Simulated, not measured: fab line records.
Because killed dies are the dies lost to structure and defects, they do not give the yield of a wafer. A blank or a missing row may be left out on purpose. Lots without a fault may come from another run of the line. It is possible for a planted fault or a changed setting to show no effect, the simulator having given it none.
fab line records	flow rit-cmos
[record] lots = 5	wafers = 23
route steps=202 shown ACTIVE@9 FOX2@23 NWELL@36 PWELL@47 WELLDRIVE@50 NRETRO@54 GATE@84 NLDD@111 PLDD@116 M1@202
start-h: hours from the record's first day to the start of the lot's first wafer shown	wait-h: hours from the lot's prior step to this one	" as in the row above	L1.1+2: a single row standing in for several wafers	- value missing, or start not given	* or withheld: withheld	< > ~ a bound
route shown NAME@n: NAME is a module with steps in the file, n the number in the route of the first one	usual: the fault-free wafers' mean and standard deviation	same: alike in all rows	chamber/n: place in a boat	sites: each site's reading	_std_site: standard deviation of those values	_edge_site: inner sites' mean taken away from outer sites' mean	radius-mm: how far each site lies from the wafer's centre	mask NAME#n: copy n	behind: tool/chamber where the wafer was last shaped	hold: why the lot went on hold/how many hours it stayed there/how the hold came to an end	device: the n, p or np transistor that did not switch	end of line: tests of these same wafers at the route's end	step lacking rows: just its recipe	killed: dies that structure and defects cost at the first sort, which is not the same as the wafer's yield	map: a wafer's dies, marking killed ones x, the rest . and places with no die _
set.NAME: the setting the step ran with; set.NAME@STEP: the setting that earlier step ran with	model.NAME: the simulator's own value behind a step, which no gauge read
lots run with intentionally changed settings; tables by step, rows by wafer
[[steps]]
[step RIT_ACTIVE_EXPOSE_08]
[recipe] mask-id = M1	na = 0.6	source-shape = conventional	sigma-outer = 0.6	target-cd-nm = 1400	dose-mj = 225
lot.wafer	tool	chamber	start-h	wait-h	mask	set.dose-mj
L075.1+4	iline-stepper-02	0	20.25	0.1	M1#0	225
L075.2+5+6	"	0	"	"	M1#0	233.8
L078.1+2+6	iline-stepper-01	0	34.25	0.1	M1#0	209.3
L078.3+5	"	0	"	"	M1#0	225
L081.1+3+6	iline-stepper-01	0	50.93	0.1	M1#0	225
L084.1+2+6	iline-stepper-02	0	65.61	0.2	M1#0	219.5
L084.3+4	"	0	"	"	M1#0	225
L085.1+3+5	iline-stepper-01	0	69.17	0.2	M1#0	225
L085.4+6	"	0	"	"	M1#0	218.7
[step RIT_ACTIVE_PEB_09]
[recipe] resist = NOVOLAK	temp-c = withheld	time-s = withheld
[step RIT_ACTIVE_DEVELOP_10]
[recipe] resist = NOVOLAK	develop-time-s = 50	dev-temp-c = 23
[step RIT_ACTIVE_CD_MEAS_11]
[recipe] target-cd-nm = 1400
[usual] cd-nm = 1399.8/2.2
lot.wafer	tool	chamber	start-h	wait-h	set.dose-mj@ACTIVE_EXPOSE_08	cd-nm
L075.1	cd-sem-02	-	20.73	-	225	1402.5
L075.2	"	-	"	"	233.8	1390.2
L075.4	"	-	"	"	225	1400.4
L075.5	"	-	"	"	233.8	1392.4
L075.6	"	-	"	"	233.8	1388.6
L078.1	cd-sem-02	-	34.65	-	209.3	1420.3
L078.2	"	-	"	"	209.3	1423.1
L078.3	"	-	"	"	225	1400.5
L078.5	"	-	"	"	225	1397.4
L078.6	"	-	"	"	209.3	1423.1
L081.1	cd-sem-02	-	51.33	-	225	1393.8
L081.3	"	-	"	"	225	1393.7
L081.6	"	-	"	"	225	1393.7
L084.1	cd-sem-02	-	66.01	-	219.5	1408.6
L084.2	"	-	"	"	219.5	1408.0
L084.3	"	-	"	"	225	1400.2
L084.4	"	-	"	"	225	1401.2
L084.6	"	-	"	"	219.5	1407.6
L085.1	cd-sem-02	-	69.56	-	225	1400.4
L085.3	"	-	"	"	225	1399.7
L085.4	"	-	"	"	218.7	1408.8
L085.5	"	-	"	"	225	1399.7
L085.6	"	-	"	"	218.7	1408.0
[step RIT_ACTIVE_HARDBAKE_12]
[recipe] resist = NOVOLAK	temp-c = 140	time-s = 60
[step RIT_ACTIVE_ETCH_13]
[recipe] stop-on = SiO2	chemistry = SF6	target = Si3N4	time-s = 210	over-etch-frac = 0.4	SF6_flow_sccm = 200	pressure-mtorr = 260	rf-w = 125	target-depth-a = 2100
lot.wafer	tool	chamber	start-h	wait-h	set.dose-mj@ACTIVE_EXPOSE_08	model.ACTIVE.cd-nm
L075.1	rie-diel-04	0	21.11	0.1	225	1402
L075.2	"	3	"	"	233.8	1390
L075.4	"	0	"	"	225	1400
L075.5	"	2	"	"	233.8	1392
L075.6	"	3	"	"	233.8	1389
L078.1	rie-diel-04	1	34.92	0.1	209.3	1420
L078.2+6	"	3,0	"	"	209.3	1423
L078.3	"	0	"	"	225	1400
L078.5	"	3	"	"	225	1397
L081.1+3+6	rie-diel-03	1,3,1	51.60	0.1	225	1394
L084.1	rie-diel-01	3	66.28	0.1	219.5	1409
L084.2+6	"	2,1	"	"	219.5	1408
L084.3	"	0	"	"	225	1400
L084.4	"	1	"	"	225	1402
L085.1+3+5	rie-diel-03	0,1,3	69.83	0.1	225	1400
L085.4+6	"	1,0	"	"	218.7	1408
[step RIT_ACTIVE_STRIP_14]
[recipe] chemistry = O2	time-s = 180	resist = NOVOLAK	platen-temp-c = withheld	power-w = 500	pressure-mtorr = 4000	o2-flow-sccm = 4000
lot.wafer	tool	chamber	start-h	wait-h	set.pressure-mtorr
L075.1+2+4+5+6	plasma-asher-02	0,1,1,0,1	21.24	0.1	3677
L078.1+2+3+5+6	plasma-asher-02	1,0,1,1,0	35.05	0.1	4000
L081.1+3+6	plasma-asher-01	1,0,1	51.74	0.1	4000
L084.1+2+3+4+6	plasma-asher-01	0,1,1,0,1	66.41	0.1	3815
L085.1+3+4+5+6	plasma-asher-04	1,0,1,0,1	69.97	0.1	4000
[step RIT_ACTIVE_CD_MEAS_90]
[recipe] target-cd-nm = 1400
[usual] cd-nm = 1399.9/2.1
lot.wafer	tool	chamber	start-h	wait-h	set.dose-mj@ACTIVE_EXPOSE_08	cd-nm
L075.1	cd-sem-01	-	21.42	0.1	225	1402.2
L075.2	"	-	"	"	233.8	1389.9
L075.4	"	-	"	"	225	1400.6
L075.5	"	-	"	"	233.8	1392.3
L075.6	"	-	"	"	233.8	1389.1
L078.1	cd-sem-01	-	35.22	0.1	209.3	1420.4
L078.2	"	-	"	"	209.3	1422.6
L078.3	"	-	"	"	225	1400.2
L078.5	"	-	"	"	225	1397.2
L078.6	"	-	"	"	209.3	1422.8
L081.1	cd-sem-01	-	51.91	0.1	225	1394.3
L081.3	"	-	"	"	225	1393.9
L081.6	"	-	"	"	225	1393.4
L084.1	cd-sem-01	-	66.59	0.1	219.5	1408.6
L084.2	"	-	"	"	219.5	1408.3
L084.3	"	-	"	"	225	1400.2
L084.4	"	-	"	"	225	1401.5
L084.6	"	-	"	"	219.5	1407.6
L085.1	cd-sem-02	-	70.14	0.1	225	1400.3
L085.3	"	-	"	"	225	1399.9
L085.4	"	-	"	"	218.7	1408.4
L085.5	"	-	"	"	225	1399.5
L085.6	"	-	"	"	218.7	1408.2
[step RIT_FOX2_OXIDATION_00]
[recipe] temp-c = 1100	ambient = H2O	target-thk-a = 3507	p-h2o-torr = 720	ox-time-s = 1130
lot.wafer	tool	chamber	start-h	wait-h	set.ox-time-s	model.SiO2_of_FOX2_OXIDATION_00.thk-nm
L075.1	-	-	-	0.0	1223	369.5
L075.2	"	-	"	"	1223	360.5
L075.4	"	-	"	"	1223	373.7
L075.5	"	-	"	"	1223	371.9
L075.6	"	-	"	"	1223	364.9
L078.1	-	-	-	0.0	1130	354.3
L078.2	"	-	"	"	1130	348.6
L078.3	"	-	"	"	1130	349.7
L078.5	"	-	"	"	1130	353.6
L078.6	"	-	"	"	1130	354.6
L081.1	furnace-04	0	53.92	0.0	1130	344.5
L081.3	"	0	"	"	1130	350.1
L081.6	"	0	"	"	1130	348.3
L084.1	-	-	-	0.0	1230	370.6
L084.2	"	-	"	"	1230	366.9
L084.3	"	-	"	"	1230	366.7
L084.4	"	-	"	"	1230	376.3
L084.6	"	-	"	"	1230	367.7
L085.1	-	-	-	0.0	1203	371.1
L085.3	"	-	"	"	1203	365.7
L085.4	"	-	"	"	1203	366.3
L085.5	"	-	"	"	1203	367.9
L085.6	"	-	"	"	1203	364
[step RIT_NWELL_IMPLANT_08]
[recipe] species = P	energy-kev = 170	dose-cm2 = 5e+13	tilt-deg = 7
lot.wafer	tool	chamber	start-h	wait-h	set.dose-cm2
L075.1+2+6	implanter-01	0	26.91	0.2	5e+13
L075.4+5	"	0	"	"	5.136e+13
L078.1+3	implanter-04	0	42.31	0.2	5.189e+13
L078.2+5+6	"	0	"	"	5e+13
L081.1+3+6	implanter-04	0	57.47	0.2	5e+13
L084.1+6	implanter-02	0	72.21	0.2	5e+13
L084.2+3+4	"	0	"	"	4.724e+13
L085.1+3+6	implanter-01	0	77.56	0.2	5e+13
L085.4+5	"	0	"	"	4.811e+13
[step RIT_PWELL_IMPLANT_08]
[recipe] species = B	energy-kev = 170	dose-cm2 = 7e+13	tilt-deg = 7
lot.wafer	tool	chamber	start-h	wait-h	set.energy-kev	model.implant.rp-nm	model.implant.drp-nm
L075.1+4+6	implanter-02	0	28.72	0.2	170	484.9	102.9
L075.2+5	"	0	"	"	173.2	491.9	103.4
L078.1+3+5	implanter-01	0	44.03	0.2	178.1	508.6	104.2
L078.2+6	"	0	"	"	170	490.6	102.9
L081.1+3+6	implanter-01	0	59.14	0.2	170	481	102.9
L084.1+3+4	implanter-02	0	73.88	0.2	170	480.5	102.9
L084.2+6	"	0	"	"	164.9	469.7	101.8
L085.1+4+6	implanter-02	0	79.29	0.2	170	501.8	102.9
L085.3+5	"	0	"	"	175.4	514	103.8
[step RIT_PWELL_STRIP_09]
[recipe] chemistry = O2	time-s = 180	resist = NOVOLAK	platen-temp-c = withheld	power-w = 500	pressure-mtorr = 4000	o2-flow-sccm = 4000
[step RIT_WELLDRIVE_ANNEAL_00]
[recipe] temp-c = 1100	time-s = 14700	ambient = N2
[step RIT_WELLDRIVE_RS_MEAS_01]
[recipe] thk-meas-gauge = four-point-probe
[usual] NWELL_RS = 275.4/0.79
lot.wafer	tool	chamber	start-h	wait-h	set.dose-cm2@NWELL_IMPLANT_08	NWELL_RS[ohm/sq]
L075.1	film-metro-01	-	34.75	0.0	5e+13	275.5
L075.2	"	-	"	"	5e+13	275.8
L075.4	"	-	"	"	5.136e+13	271.3
L075.5	"	-	"	"	5.136e+13	271.2
L075.6	"	-	"	"	5e+13	274.9
L078.1	film-metro-04	-	50.98	0.0	5.189e+13	269.2
L078.2	"	-	"	"	5e+13	275.0
L078.3	"	-	"	"	5.189e+13	268.9
L078.5	"	-	"	"	5e+13	275.2
L078.6	"	-	"	"	5e+13	275.2
L081.1	film-metro-04	-	64.76	0.0	5e+13	275.6
L081.3	"	-	"	"	5e+13	276.3
L081.6	"	-	"	"	5e+13	276.3
L084.1	film-metro-04	-	80.34	0.0	5e+13	274.7
L084.2	"	-	"	"	4.724e+13	283.3
L084.3	"	-	"	"	4.724e+13	282.9
L084.4	"	-	"	"	4.724e+13	284.5
L084.6	"	-	"	"	5e+13	274.0
L085.1	film-metro-03	-	85.86	0.0	5e+13	275.0
L085.3	"	-	"	"	5e+13	275.4
L085.4	"	-	"	"	4.811e+13	282.4
L085.5	"	-	"	"	4.811e+13	282.4
L085.6	"	-	"	"	5e+13	275.3
[step RIT_NRETRO_COAT_01]
[recipe] resist = NOVOLAK	spin-rpm = 2000	resist-thk-nm = 1300
lot.wafer	tool	chamber	start-h	wait-h	set.resist-thk-nm	model.NOVOLAK_of_NRETRO_COAT_01.thk-nm
L075.1+5	litho-track-03	0	35.14	0.1	1300	1303
L075.2	"	0	"	"	1372	1377
L075.4	"	0	"	"	1372	1374
L075.6	"	0	"	"	1372	1378
L078.1+6	litho-track-03	0	51.37	0.1	1300	1295
L078.2	"	0	"	"	1300	1296
L078.3+5	"	0	"	"	1300	1294
L081.1	litho-track-03	0	65.15	0.1	1300	1305
L081.3+6	"	0	"	"	1300	1304
L084.1	litho-track-01	0	80.73	0.1	1232	1232
L084.2	"	0	"	"	1300	1302
L084.3	"	0	"	"	1300	1299
L084.4	"	0	"	"	1232	1231
L084.6	"	0	"	"	1232	1237
L085.1	litho-track-01	0	86.25	0.1	1259	1255
L085.3+4+6	"	0	"	"	1300	1295
L085.5	"	0	"	"	1259	1251
[step RIT_NRETRO_SOFTBAKE_02]
[recipe] resist = NOVOLAK	temp-c = 90	time-s = 60
[step RIT_NRETRO_EXPOSE_03]
[recipe] mask-id = M4	na = 0.57	target-cd-nm = 43900	dose-mj = 250
[step RIT_NRETRO_DEVELOP_05]
[recipe] resist = NOVOLAK	develop-time-s = 68	dev-temp-c = 23
[step RIT_NRETRO_HARDBAKE_07]
[recipe] resist = NOVOLAK	temp-c = 140	time-s = 120
lot.wafer	tool	chamber	start-h	wait-h	set.resist-thk-nm@NRETRO_COAT_01	model.NOVOLAK_of_NRETRO_COAT_01.thk-nm
L075.1+5	litho-track-03	0	35.90	0.0	1300	1140
L075.2	"	0	"	"	1372	1203
L075.4	"	0	"	"	1372	1201
L075.6	"	0	"	"	1372	1204
L078.1+2+6	litho-track-01	0	52.13	0.0	1300	1133
L078.3+5	"	0	"	"	1300	1132
L081.1+6	litho-track-04	0	65.91	0.0	1300	1141
L081.3	"	0	"	"	1300	1140
L084.1	litho-track-01	0	81.50	0.0	1232	1079
L084.2	"	0	"	"	1300	1139
L084.3	"	0	"	"	1300	1136
L084.4	"	0	"	"	1232	1077
L084.6	"	0	"	"	1232	1083
L085.1	litho-track-03	0	87.14	0.0	1259	1098
L085.3+4	"	0	"	"	1300	1133
L085.5	"	0	"	"	1259	1095
L085.6	"	0	"	"	1300	1132
[step RIT_GATE_CVD_08]
[recipe] material = poly-Si	target-thk-nm = 250	temp-c = 610	precursor = SiH4	time-s = 2220	pressure-mtorr = 300	sih4-flow-sccm = 100
lot.wafer	tool	chamber	start-h	wait-h	set.temp-c	model.poly-Si_of_GATE_CVD_08.thk-nm
L075.1	-	-	-	0.1	610	250.9
L075.2	"	-	"	"	610	250.3
L075.4	"	-	"	"	610	248.5
L075.5	"	-	"	"	610	250.2
L075.6	"	-	"	"	610	249.9
L078.1	-	-	-	0.1	628	380.4
L078.2	"	-	"	"	628	380
L078.3	"	-	"	"	628	381.7
L078.5	"	-	"	"	628	381.3
L078.6	"	-	"	"	628	381.4
L081.1	lpcvd-02	1	71.42	0.1	610	253.3
L081.3	"	1	"	"	610	253.7
L081.6	"	1	"	"	610	252.5
L084.1	-	-	-	0.1	618.9	307.6
L084.2	"	-	"	"	618.9	308
L084.3	"	-	"	"	618.9	309.3
L084.4	"	-	"	"	618.9	308.8
L084.6	"	-	"	"	618.9	310.5
L085.1	-	-	-	0.1	596.4	181.8
L085.3	"	-	"	"	596.4	181.6
L085.4	"	-	"	"	596.4	182.7
L085.5	"	-	"	"	596.4	180.6
L085.6	"	-	"	"	596.4	183.3
[step RIT_GATE_THK_MEAS_09]
[recipe] reads = poly-Si_of_GATE_CVD_08
[usual] GATE_POLY_THK = 250.9/1.9
lot.wafer	tool	chamber	start-h	wait-h	set.temp-c@GATE_CVD_08	GATE_POLY_THK[nm]
L075.1	film-metro-02	-	-	-	610	250.9
L075.2	"	-	"	"	610	250.4
L075.4	"	-	"	"	610	248.4
L075.5	"	-	"	"	610	250.1
L075.6	"	-	"	"	610	249.8
L078.1	film-metro-02	-	-	-	628	380.0
L078.2	"	-	"	"	628	379.6
L078.3	"	-	"	"	628	381.6
L078.5	"	-	"	"	628	381.6
L078.6	"	-	"	"	628	381.4
L081.1	film-metro-03	-	73.03	0.0	610	253.4
L081.3	"	-	"	"	610	253.9
L081.6	"	-	"	"	610	252.4
L084.1	film-metro-02	-	-	-	618.9	307.6
L084.2	"	-	"	"	618.9	307.9
L084.3	"	-	"	"	618.9	309.3
L084.4	"	-	"	"	618.9	308.8
L084.6	"	-	"	"	618.9	310.7
L085.1	film-metro-02	-	-	-	596.4	181.8
L085.3	"	-	"	"	596.4	181.5
L085.4	"	-	"	"	596.4	182.7
L085.5	"	-	"	"	596.4	180.6
L085.6	"	-	"	"	596.4	183.4
[step RIT_GATE_DEVELOP_15]
[recipe] resist = NOVOLAK	develop-time-s = 50	dev-temp-c = 23
lot.wafer	tool	chamber	start-h	wait-h	set.dev-temp-c
L075.1+5+6	litho-track-03	0	-	-	20.15
L075.2+4	"	0	"	"	23
L078.1+2+6	litho-track-03	0	-	-	24.07
L078.3+5	"	0	"	"	23
L081.1+3+6	litho-track-03	0	-	-	23
L084.1+3	litho-track-04	0	-	-	25.58
L084.2+4+6	"	0	"	"	23
L085.1+3+4+5+6	litho-track-02	0	-	-	23
[step RIT_GATE_HARDBAKE_18]
[recipe] resist = NOVOLAK	temp-c = 140	time-s = 60
[step RIT_GATE_ETCH_19]
[recipe] chemistry = SF6/CHF3/O2	time-s = 165	SF6_flow_sccm = 30	CHF3_flow_sccm = 30	O2_flow_sccm = 5	target = poly-Si	pressure-mtorr = 40	rf-w = 160	target-depth-a = 3125	over-etch-frac = 0.25	stop-on = SiO2
[usual] oes-product-au = 0.854/0.013
lot.wafer	tool	chamber	start-h	wait-h	set.temp-c@GATE_CVD_08	oes-product-au
L075.1	rie-si-01	1	43.15	0.1	610	0.844
L075.2	"	0	"	"	610	0.859
L075.4	"	2	"	"	610	0.842
L075.5	"	2	"	"	610	0.855
L075.6	"	1	"	"	610	0.845
L078.1	rie-si-02	1	61.38	0.1	628	0.991
L078.2	"	3	"	"	628	1.003
L078.3	"	2	"	"	628	1.013
L078.5	"	1	"	"	628	0.992
L078.6	"	0	"	"	628	1.027
L081.1	rie-si-01	3	74.25	0.1	610	0.833
L081.3	"	1	"	"	610	0.847
L081.6	"	1	"	"	610	0.842
L084.1	rie-si-02	0	89.05	0.1	618.9	1.014
L084.2	"	3	"	"	618.9	0.979
L084.3	"	1	"	"	618.9	0.990
L084.4	"	2	"	"	618.9	0.993
L084.6	"	0	"	"	618.9	1.009
L085.1	rie-si-01	1	96.07	0.1	596.4	0.672
L085.3	"	2	"	"	596.4	0.686
L085.4	"	3	"	"	596.4	0.662
L085.5	"	2	"	"	596.4	0.689
L085.6	"	1	"	"	596.4	0.689
[step RIT_NLDD_IMPLANT_08]
[recipe] species = P	energy-kev = 20	dose-cm2 = 5e+14	tilt-deg = 7
lot.wafer	tool	chamber	start-h	wait-h	set.dose-cm2
L075.1+2+4+5+6	implanter-02	0	48.60	0.1	5e+14
L078.1+2+3	implanter-01	0	65.95	0.1	5e+14
L078.5+6	"	0	"	"	4.709e+14
L081.1+3+6	implanter-01	0	80.11	0.1	5e+14
L084.1+2+3+4+6	implanter-02	0	93.90	0.1	5e+14
L085.1+6	implanter-01	0	101.97	0.1	4.644e+14
L085.3+4+5	"	0	"	"	5e+14
[step RIT_NLDD_STRIP_09]
[recipe] chemistry = O2	time-s = 180	resist = NOVOLAK	platen-temp-c = withheld	power-w = 500	pressure-mtorr = 4000	o2-flow-sccm = 4000
[step RIT_NLDD_TW_MEAS_10]
[usual] NLDD_TW = 2527/20
lot.wafer	tool	chamber	start-h	wait-h	set.dose-cm2@NLDD_IMPLANT_08	NLDD_TW
L075.1	film-metro-01	-	48.92	0.1	5e+14	2548
L075.2	"	-	"	"	5e+14	2539
L075.4	"	-	"	"	5e+14	2545
L075.5	"	-	"	"	5e+14	2549
L075.6	"	-	"	"	5e+14	2548
L078.1	film-metro-01	-	66.28	0.1	5e+14	2543
L078.2	"	-	"	"	5e+14	2535
L078.3	"	-	"	"	5e+14	2539
L078.5	"	-	"	"	4.709e+14	2504
L078.6	"	-	"	"	4.709e+14	2497
L081.1	film-metro-01	-	80.43	0.1	5e+14	2534
L081.3	"	-	"	"	5e+14	2535
L081.6	"	-	"	"	5e+14	2523
L084.1	film-metro-01	-	94.22	0.1	5e+14	2525
L084.2	"	-	"	"	5e+14	2527
L084.3	"	-	"	"	5e+14	2541
L084.4	"	-	"	"	5e+14	2530
L084.6	"	-	"	"	5e+14	2536
L085.1	film-metro-01	-	102.30	0.1	4.644e+14	2493
L085.3	"	-	"	"	5e+14	2538
L085.4	"	-	"	"	5e+14	2529
L085.5	"	-	"	"	5e+14	2534
L085.6	"	-	"	"	4.644e+14	2487
[step RIT_PLDD_SOFTBAKE_02]
[recipe] resist = NOVOLAK	temp-c = 90	time-s = 60
lot.wafer	tool	chamber	start-h	wait-h	set.temp-c	model.NOVOLAK_of_PLDD_COAT_01.thk-nm
L075.1	litho-track-03	0	49.28	0.1	90	1002
L075.2	"	0	"	"	90	1003
L075.4	"	0	"	"	90	1001
L075.5	"	0	"	"	90	999.3
L075.6	"	0	"	"	90	1000
L078.1	litho-track-04	0	66.64	0.1	93.26	988.8
L078.2+5	"	0	"	"	90	1001
L078.3	"	0	"	"	90	1000
L078.6	"	0	"	"	93.26	989.2
L081.1	litho-track-03	0	80.79	0.1	90	999.8
L081.3	"	0	"	"	90	997.8
L081.6	"	0	"	"	90	1002
L084.1	litho-track-03	0	94.58	0.1	92.86	995.1
L084.2+3	"	0	"	"	90	1001
L084.4	"	0	"	"	92.86	995
L084.6	"	0	"	"	90	998.9
L085.1	litho-track-03	0	102.66	0.1	93.13	995.6
L085.3	"	0	"	"	90	1006
L085.4	"	0	"	"	93.13	996.9
L085.5	"	0	"	"	93.13	998
L085.6	"	0	"	"	90	1005
[step RIT_PLDD_IMPLANT_08]
[recipe] species = BF2	energy-kev = 20	dose-cm2 = 9e+14	tilt-deg = 7
lot.wafer	tool	chamber	start-h	wait-h	set.energy-kev	model.implant.rp-nm	model.implant.drp-nm
L075.1+2+4	implanter-02	0	50.02	0.1	20	17.24	9.752
L075.5+6	"	0	"	"	20.38	17.49	9.881
L078.1+3	implanter-01	0	67.50	0.1	20	17.51	9.752
L078.2+5+6	"	0	"	"	18.91	16.76	9.375
L081.1+3+6	implanter-02	0	81.53	0.1	20	17.41	9.752
L084.1+2+4	implanter-02	0	95.52	0.1	20	16.87	9.752
L084.3+6	"	0	"	"	19.44	16.5	9.559
L085.1+3+6	implanter-03	0	103.52	0.1	20	17.46	9.752
L085.4+5	"	0	"	"	18.89	16.7	9.368
[step RIT_M1_PROBE_99]
lot.wafer	tool	chamber	start-h	wait-h	set.dev-temp-c@GATE_DEVELOP_15	model.etest.nmos_0p15.r-on-ohm-um
L075.1	prober-02	-	65.32	0.1	20.15	957.8
L075.4	prober-02	-	65.47	0.2	23	1091
L075.5	prober-02	-	65.52	0.2	20.15	961.3
L075.6	prober-02	-	65.57	0.2	20.15	973
L078.1+2+6	prober-01	-	81.30	0.1	24.07	-
L078.3+5	prober-01	-	81.40	0.2	23	-
L081.1	prober-02	-	95.20	0.1	23	1168
L081.3	prober-02	-	95.30	0.2	23	1172
L081.6	prober-02	-	95.45	0.2	23	1163
L084.1	prober-01	-	109.61	0.1	25.58	1295
L084.2	prober-01	-	109.66	0.1	23	1145
L084.3	prober-01	-	109.71	0.2	25.58	1367
L084.4	prober-01	-	109.76	0.2	23	1169
L084.6	prober-01	-	109.86	0.2	23	1151
L085.1	prober-02	-	117.27	0.1	23	990.2
L085.3	prober-02	-	117.37	0.2	23	904
L085.4	prober-02	-	117.42	0.2	23	976.1
L085.5	prober-02	-	117.47	0.2	23	954.9
L085.6	prober-02	-	117.52	0.2	23	1034
// killed by level:class
L081.1 SPACER:geometric-particle:short=3 GATE:geometric-particle:short=2 GATE:geometric-particle:open=2 FOX1:geometric-particle:open=1 REOX:geometric-particle:open=1 SILICIDE:geometric-particle:short=1
L081.3 GATE:geometric-particle:open=2 SILICIDE:geometric-particle:open=2 FOX1:geometric-particle:open=1 FOX1:geometric-particle:short=1 SPACER:geometric-particle:short=1 SILICIDE:geometric-particle:short=1
L081.6 SILICIDE:geometric-particle:short=4 FOX1:geometric-particle:open=1 FOX1:geometric-particle:short=1 GATE:geometric-particle:open=1 GATE:geometric-particle:short=1 REOX:geometric-particle:open=1 SPACER:geometric-particle:open=1 CONTACT:geometric-particle:open=1
[[key]]
[split] step = RIT_ACTIVE_EXPOSE_08	setting = dose-mj	stated = 225	by = wafer
[response] step = RIT_ACTIVE_CD_MEAS_11	reading = cd-nm	change = -3.17	per = 1%	r = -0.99
[response] step = RIT_ACTIVE_ETCH_13	reading = model.ACTIVE.cd-nm	change = -3.15	per = 1%	r = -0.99
[response] step = RIT_ACTIVE_CD_MEAS_90	reading = cd-nm	change = -3.17	per = 1%	r = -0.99
[split] step = RIT_ACTIVE_STRIP_14	setting = pressure-mtorr	stated = 4000	by = lot
response none clear
[split] step = RIT_FOX2_OXIDATION_00	setting = ox-time-s	stated = 1130	by = lot
[response] step = RIT_FOX2_OXIDATION_00	reading = model.SiO2_of_FOX2_OXIDATION_00.thk-nm	change = +2.21	per = 1%	r = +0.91
[split] step = RIT_NWELL_IMPLANT_08	setting = dose-cm2	stated = 5e+13	by = wafer
[response] step = RIT_WELLDRIVE_RS_MEAS_01	reading = NWELL_RS	change = -1.69	per = 1%	r = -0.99
[split] step = RIT_PWELL_IMPLANT_08	setting = energy-kev	stated = 170	by = wafer
[response] step = RIT_PWELL_IMPLANT_08	reading = model.implant.rp-nm	change = +3.75	per = 1%	r = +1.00
[response] step = RIT_PWELL_IMPLANT_08	reading = model.implant.drp-nm	change = +0.288	per = 1%	r = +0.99
[split] step = RIT_NRETRO_COAT_01	setting = resist-thk-nm	stated = 1300	by = wafer
[response] step = RIT_NRETRO_COAT_01	reading = model.NOVOLAK_of_NRETRO_COAT_01.thk-nm	change = +13.1	per = 1%	r = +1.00
[response] step = RIT_NRETRO_HARDBAKE_07	reading = model.NOVOLAK_of_NRETRO_COAT_01.thk-nm	change = +11.3	per = 1%	r = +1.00
[split] step = RIT_GATE_CVD_08	setting = temp-c	stated = 610	by = lot
[response] step = RIT_GATE_CVD_08	reading = model.poly-Si_of_GATE_CVD_08.thk-nm	change = +38.3	per = 1%	r = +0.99
[response] step = RIT_GATE_THK_MEAS_09	reading = GATE_POLY_THK	change = +38.2	per = 1%	r = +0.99
[response] step = RIT_GATE_ETCH_19	reading = oes-product-au	change = +0.0673	per = 1%	r = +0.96
[split] step = RIT_GATE_DEVELOP_15	setting = dev-temp-c	stated = 23	by = wafer
[response] step = RIT_M1_PROBE_99	reading = model.etest.nmos_0p15.r-on-ohm-um	change = +13.3	per = 1%	r = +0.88
[split] step = RIT_NLDD_IMPLANT_08	setting = dose-cm2	stated = 5e+14	by = wafer
[response] step = RIT_NLDD_TW_MEAS_10	reading = NLDD_TW	change = +6.35	per = 1%	r = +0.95
[split] step = RIT_PLDD_SOFTBAKE_02	setting = temp-c	stated = 90	by = wafer
[response] step = RIT_PLDD_SOFTBAKE_02	reading = model.NOVOLAK_of_PLDD_COAT_01.thk-nm	change = -2.52	per = 1%	r = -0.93
[split] step = RIT_PLDD_IMPLANT_08	setting = energy-kev	stated = 20	by = wafer
[response] step = RIT_PLDD_IMPLANT_08	reading = model.implant.rp-nm	change = +0.137	per = 1%	r = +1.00
[response] step = RIT_PLDD_IMPLANT_08	reading = model.implant.drp-nm	change = +0.069	per = 1%	r = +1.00
